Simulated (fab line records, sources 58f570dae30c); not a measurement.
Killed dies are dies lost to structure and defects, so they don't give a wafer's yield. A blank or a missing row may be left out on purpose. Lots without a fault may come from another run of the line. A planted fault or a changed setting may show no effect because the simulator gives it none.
One fault seen from 2 desks | flow berkeley_cmos170 | each desk has only its own numbers; what lay behind them comes last

THE METROLOGY DESK
What the gauges read, lot by lot, whatever tool the lot ran on: means of the sampled wafers that have a number. A lot is out of limits, marked OUT, if its mean lies more than 4 standard deviations from the usual mean; the brackets give that distance.
Columns: A = FIELD_OXIDE_THK at UCB170_FIELD_THK_MEAS_02, usual 566 nm; B = NVT_TW at UCB170_NVT_TW_MEAS_09, usual 524.1; C = PVT_TW at UCB170_PVT_TW_MEAS_09, usual 508.6; D = GATE_POLY_THK at UCB170_GATE_THK_MEAS_05, usual 214.0 nm
lot  | first seen here | A   | B                      | C     | D
L931 | day 5 02:41     | 561 | 530.0                  | 506.8 | 218.7
L932 | day 5 15:46     | 554 | 528.6                  | 507.0 | 212.2
L933 | day 5 15:46     | 557 | 525.9                  | 510.0 | 216.7
L934 | day 6 04:47     | 558 | 525.9                  | 506.6 | 217.0
L935 | day 6 04:47     | 563 | 522.4                  | 510.7 | 213.4
L937 | day 7 01:14     | 573 | 522.4                  | 507.1 | 212.4
L940 | day 7 06:02     | 590 | 524.6                  | 506.1 | 210.8
L941 | day 7 16:29     | 549 | 29.9 (-99 or more) OUT | 506.6 | 214.6
L943 | day 7 16:29     | 579 | 29.9 (-99 or more) OUT | 509.2 | 209.7
L945 | day 8 04:35     | 563 | 522.7                  | 512.4 | 210.3
L946 | day 8 04:35     | 578 | 521.8                  | 503.7 | 213.7
L954 | day 10 01:59    | 556 | 524.0                  | 511.6 | 215.9
L953 | day 10 02:00    | 570 | 522.6                  | 505.4 | 215.9
L952 | day 10 02:02    | 561 | 523.1                  | 506.3 | 213.3
This desk's finding: out of limits on L941, L943; first on L941, day 8 19:02 (NVT_TW at UCB170_NVT_TW_MEAS_09). In limits: L931, L932, L933, L934, L935, L937, L940, L945, L946, L954, L953, L952.

THE TOOL OWNER'S DESK: litho_track-02
The tool's own readings at UCB170_NVT_DEVELOP_05 (develop time 45 s): means of the sampled wafers that have a number, for each lot that ran on this tool. A lot is out of limits, marked OUT, if its mean lies more than 4 standard deviations from the usual mean; the brackets give that distance.
Columns: A = developer_temp_C at UCB170_NVT_DEVELOP_05, usual 20.98 C
lot  | first seen here | A
L933 | day 6 18:00     | 21.01
L935 | day 7 10:00     | 21.12
L937 | day 8 03:00     | 20.95
L941 | day 8 18:00     | 20.93
L943 | day 8 18:00     | 21.07
This desk's finding: nothing out of limits on any of the 5 lots.

PUT TOGETHER
The metrology desk could have raised an alarm at day 8 19:02, on L941, L943.
The tool owner's desk saw nothing out of limits.
The tool owner's desk has L941, L943 on record, within its limits.
Of the lots named, all ran UCB170_NVT_DEVELOP_05 on litho_track-02.

WHAT THE SIMULATOR HAD PUT IN
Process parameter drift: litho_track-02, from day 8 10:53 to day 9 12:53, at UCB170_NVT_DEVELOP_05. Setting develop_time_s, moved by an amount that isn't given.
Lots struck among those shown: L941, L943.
Hours from the fault's start to each desk's first reading out of limits: the metrology desk, 8.
